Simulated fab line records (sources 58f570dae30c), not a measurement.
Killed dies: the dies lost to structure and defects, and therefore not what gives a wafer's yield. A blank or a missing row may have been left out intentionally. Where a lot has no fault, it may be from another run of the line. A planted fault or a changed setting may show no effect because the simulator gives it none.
A lot that was struck, set against a sound lot | flow berkeleyCmos170 | 23 steps out of a route of 331
Sound: the wafers L370.1, L370.2, L370.5. Wafers L380.3, L380.4, L380.6 were the ones struck. The cause comes at the end.
Each step with rows lists, per side, the tool, then ch with its chambers, then its first start. Under that, the readings that differ: sound wafers | struck wafers | difference of the means | sigmas: that difference in standard deviations of wafers without a fault.
alike: words and numbers the same on both sides, and readings whose means are apart by under 2 such deviations; not compared: readings that were withheld, readings missing a value for some wafer, numbers with overlapping values and no deviation given by the record, and bounds like >300 which may hide the same value.
The two part at a step that has a row with sigmas, a row that says differs or no value, or rows on one side only. When numbers do not overlap yet have no deviation, they are printed without sigmas and do not part them. Lack of a reading on every wafer of one side parts them only where that side has two or more wafers.

first, 4 steps without rows for these wafers: UCB170_SILICIDE_RTA_04 (time 15 s); UCB170_SILICIDE_WET_ETCH_05 (etches Ti in SPM, time 45 s); UCB170_CONTACT_CLEAN_00 (cleans in SPM, time 600 s); UCB170_CONTACT_CVD_01 (deposits PSG from SiH4/O2/PH3, target thk 700 nm, time 2820 s).
UCB170_CONTACT_THK_MEAS_02:
  sound: filmMetro-01 at day 9 23:44; struck: filmMetro-04 at day 11 17:25
  alike: CONTACT_PSG_THK
then, 3 steps without rows for these wafers: UCB170_CONTACT_HMDS_03 (prime time 60 s); UCB170_CONTACT_COAT_04 (resist thk 900 nm); UCB170_CONTACT_SOFTBAKE_05 (time 60 s).
UCB170_CONTACT_STRIP_06: strips in O2.
  sound on plasmaAsher-03 ch 0,1, day 10 00:15; struck on plasmaAsher-04 ch 0,1, day 11 18:05
  alike: drypumpMotorCurrentA, oesProductAu, stripTimeToEndpointS
  not compared: rfHoursCounterH
then, 1 step without rows for these wafers: UCB170_CONTACT_CLEAN_07 (cleans in SPM, time 600 s).
UCB170_CONTACT_RTA_08: time 10 s.
  sound on rtpAnneal-01 ch 0, day 10 00:36; struck on rtpAnneal-02 ch 0, day 11 18:28
  alike: lampPowerPct, wafer_temp_C_max
after that, 1 step had no rows for these wafers: UCB170_CONTACT_COAT_09.
UCB170_CONTACT_COAT_10: resist thk 900 nm.
  sound on lithoTrack-02 ch 0, day 10 01:00; struck on lithoTrack-02 ch 0, day 11 18:00
reading                                 | sound             | struck            | difference | sigmas
model.KrF_of_CONTACT_COAT_10.thkNm (nm) | 898.9 900.7 902.5 | 865.7 862.5 861.5 | -37.5      | 
  alike: spinSpeedRpm
then, 2 steps without rows for these wafers: UCB170_CONTACT_SOFTBAKE_11 (time 60 s); UCB170_CONTACT_EXPOSE_12 (exposes mask CONT, target cd 700 nm).
UCB170_CONTACT_PEB_13:
  sound on lithoTrack-01 ch 0, day 10 02:47; struck on lithoTrack-01 ch 0, day 11 19:14
  alike: plateSensorTCentreC, plateSensorTEdgeC
then, 1 step without rows for these wafers: UCB170_CONTACT_DEVELOP_14 (develop time 45 s).
UCB170_CONTACT_CD_MEAS_15: the cd target is 700 nm.
  sound: cdSem-01 at day 10 03:03; struck: cdSem-01 at day 11 19:31
  alike: cdNm
UCB170_CONTACT_OVL_MEAS_16:
  sound: overlay-02 at day 10 03:11; struck: overlay-02 at day 11 19:36
  alike: CONTACT_OVL
UCB170_CONTACT_ETCH_17: etches BARC in N2/H2.
  sound on rieDiel-04 ch 0,1,2, day 10 03:14; struck on rieDiel-04 ch 2,3, day 11 19:38
  alike: drypumpMotorCurrentA, h2FlowSccm, oesProductAu, throttleValvePct
UCB170_CONTACT_ETCH_18: etches PSG in CHF3/CF4/Ar, stops on TiSi2, target depth 840 nm, time 195 s.
  sound: rieDiel-04 ch 0,1,2; struck: rieDiel-04 ch 2,3
reading                                 | sound             | struck            | difference | sigmas
model.KrF_of_CONTACT_COAT_10.thkNm (nm) | 688.8 686.5 695.3 | 656.3 649.9 647.1 | -39.1      | 
  alike: drypumpMotorCurrentA, oesProductAu, throttleValvePct
  not compared: rfHoursCounterH
UCB170_CONTACT_STRIP_19: strips in O2.
  sound on plasmaAsher-03 ch 0,1, day 10 03:23; struck on plasmaAsher-03 ch 0,1, day 11 19:50
  alike: drypumpMotorCurrentA, oesProductAu
  not compared: rfHoursCounterH
UCB170_M3_PROBE_99:
  the record has rows for the struck wafers here (prober-01, day 12 10:51) and none for the sound ones

== WHERE THEY PART ==
At UCB170_M3_PROBE_99 and nowhere else, as far as this record goes.

WHY: what the simulator had put in
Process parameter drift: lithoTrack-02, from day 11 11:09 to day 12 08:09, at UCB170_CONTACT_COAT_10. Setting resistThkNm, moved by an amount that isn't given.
